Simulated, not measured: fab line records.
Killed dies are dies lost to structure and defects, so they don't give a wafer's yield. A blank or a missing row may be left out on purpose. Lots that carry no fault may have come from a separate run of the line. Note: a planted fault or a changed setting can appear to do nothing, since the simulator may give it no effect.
One fault through the eyes of 2 desks / flow berkeley-cmos170 / what lay behind the numbers comes last; until then each desk has only its own

== THE METROLOGY DESK ==
Lot by lot, what the gauges showed, no matter which tool ran the lot: averages of those sampled wafers that carry a number. Marked OUT: a lot whose mean sits more than 4 standard deviations from the usual mean, which makes it out of limits; the brackets give that distance.
Columns: A = ACTIVE_OVL at UCB170_ACTIVE_OVL_MEAS_14, usual 0 nm; B = NLDD_TW at UCB170_NLDD_TW_MEAS_11, usual 2217; C = V1_TEOS_THK at UCB170_V1_THK_MEAS_01, usual 1997 nm; D = V2_BOW at UCB170_V2_BOW_MEAS_03, usual 38 um
lot=L698; first seen here=day 5 11:47; A=-5; B=2206; C=1997; D=38
lot=L697; first seen here=day 5 11:57; A=1; B=2194; C=2008; D=36
lot=L699; first seen here=day 5 20:22; A=4; B=2233; C=1984; D=40
lot=L701; first seen here=day 6 06:35; A=-3; B=2202; C=1989; D=29
lot=L700; first seen here=day 6 06:49; A=1; B=2262; C=2001; D=38
lot=L702; first seen here=day 6 15:27; A=-2; B=2193; C=1997; D=33
lot=L705; first seen here=day 6 16:03; A=-8; B=2203; C=1977; D=38
lot=L706; first seen here=day 7 17:41; A=1; B=2250; C=1763 (-10) OUT; D=34
lot=L710; first seen here=day 7 18:44; A=1; B=2190; C=1774 (-9.7) OUT; D=42
lot=L712; first seen here=day 7 18:49; A=-1; B=2194; C=1981; D=37
lot=L713; first seen here=day 8 07:22; A=2; B=2242; C=2002; D=36
lot=L714; first seen here=day 8 08:00; A=-2; B=2234; C=1958; D=37
lot=L716; first seen here=day 8 13:01; A=7; B=2253; C=1975; D=31
lot=L719; first seen here=day 9 10:10; A=3; B=2233; C=2008; D=36
This desk's result: L706, L710 out of limits, first on L710 (V1_TEOS_THK at UCB170_V1_THK_MEAS_01), day 11 10:47. L698, L697, L699, L701, L700, L702, L705, L712, L713, L714, L716, L719 stayed within limits.

== THE TOOL OWNER'S DESK: pecvd-04 ==
The tool's own readings at UCB170_V1_CVD_00 (deposits SiO2 from TEOS/O2, target thk 2000 nm, time 250 s): means of the sampled wafers that have a number, for each lot that ran on this tool. Marked OUT: a lot whose mean sits more than 4 standard deviations from the usual mean, which makes it out of limits; the brackets give that distance.
Columns: A = heater-power-w at UCB170_V1_CVD_00, usual 236 W; B = rf-fwd-power-W at UCB170_V1_CVD_00, usual 548.5 W
lot=L701; first seen here=day 9 19:08; A=311; B=549.9
lot=L702; first seen here=day 10 15:42; A=307; B=549.7
lot=L710; first seen here=day 11 10:29; A=290; B=547.5
lot=L706; first seen here=day 11 10:39; A=253; B=548.7
This desk's verdict: no lot among the 4 shows anything out of limits.

== TAKEN TOGETHER ==
On L706, L710, the metrology desk was in a position to raise an alarm at day 11 10:47.
The desk of the tool owner found nothing out of limits.
The tool owner's desk has L706, L710 on record, within its limits.
On pecvd-04, each named lot ran UCB170_V1_CVD_00.

== WHAT THE SIMULATOR PUT IN ==
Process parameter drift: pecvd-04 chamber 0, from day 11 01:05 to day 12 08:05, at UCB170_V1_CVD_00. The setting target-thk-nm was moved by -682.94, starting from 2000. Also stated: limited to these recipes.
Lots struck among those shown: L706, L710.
Hours from the fault's start to each desk's first reading out of limits: the metrology desk, 10.
